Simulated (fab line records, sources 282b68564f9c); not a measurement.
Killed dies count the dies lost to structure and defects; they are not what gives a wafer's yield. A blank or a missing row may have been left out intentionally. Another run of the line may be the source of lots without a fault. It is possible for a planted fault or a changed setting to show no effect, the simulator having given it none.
Chamber matching :: flow rit-cmos :: 4 sister chambers for RIT_GATE_ETCH_19 on rie-si-02
The step etches poly-Si in SF6/CHF3/O2, stops on SiO2, time 161.2 s, target depth 312.5 nm. 4 wafers are shown with their chamber, then 9 later ones without.

## WAFERS PAIRED WITH THEIR CHAMBERS
wafer: L187.1
chamber: 3
throttle-valve-pct (%): 10.27

wafer: L187.5
chamber: 1
throttle-valve-pct (%): 9.96

wafer: L189.1
chamber: 0
throttle-valve-pct (%): 10.06

wafer: L189.5
chamber: 2
throttle-valve-pct (%): 10.14

## WAFERS WITH NO CHAMBER GIVEN
wafer: L195.2
throttle-valve-pct (%): 10.27

wafer: L195.3
throttle-valve-pct (%): 10.03

wafer: L195.4
throttle-valve-pct (%): 10.12

wafer: L197.1
throttle-valve-pct (%): 10.04

wafer: L197.5
throttle-valve-pct (%): 9.95

wafer: L197.6
throttle-valve-pct (%): 10.14

wafer: L199.1
throttle-valve-pct (%): 10.27

wafer: L199.2
throttle-valve-pct (%): 9.95

wafer: L199.4
throttle-valve-pct (%): 10.14

## THE CHAMBER EACH PASSED THROUGH
wafer: L195.2
from the rows above: 3
in truth: 3

wafer: L195.3
from the rows above: 0
in truth: 0

wafer: L195.4
from the rows above: 2
in truth: 2

wafer: L197.1
from the rows above: 0
in truth: 0

wafer: L197.5
from the rows above: 1
in truth: 1

wafer: L197.6
from the rows above: 2
in truth: 2

wafer: L199.1
from the rows above: 3
in truth: 3

wafer: L199.2
from the rows above: 1
in truth: 1

wafer: L199.4
from the rows above: 2
in truth: 2
Correctly placed: 9 of 9. Can't be placed from these rows: 0. 0 placed wrongly.
How it was worked out, from the rows above alone: a wafer's distance from a chamber is the root of the sum, over the readings, of the square of ((its reading less the chamber's mean) divided by the reading's scatter). The wafer belongs to the nearest chamber; if the next one is less than 2 further off, it can't be placed. For every chamber, the mean is computed from those of its wafers that are shown. The scatter: root of mean squared gap, hidden wafer to nearest shown wafer, with one shown wafer a chamber.
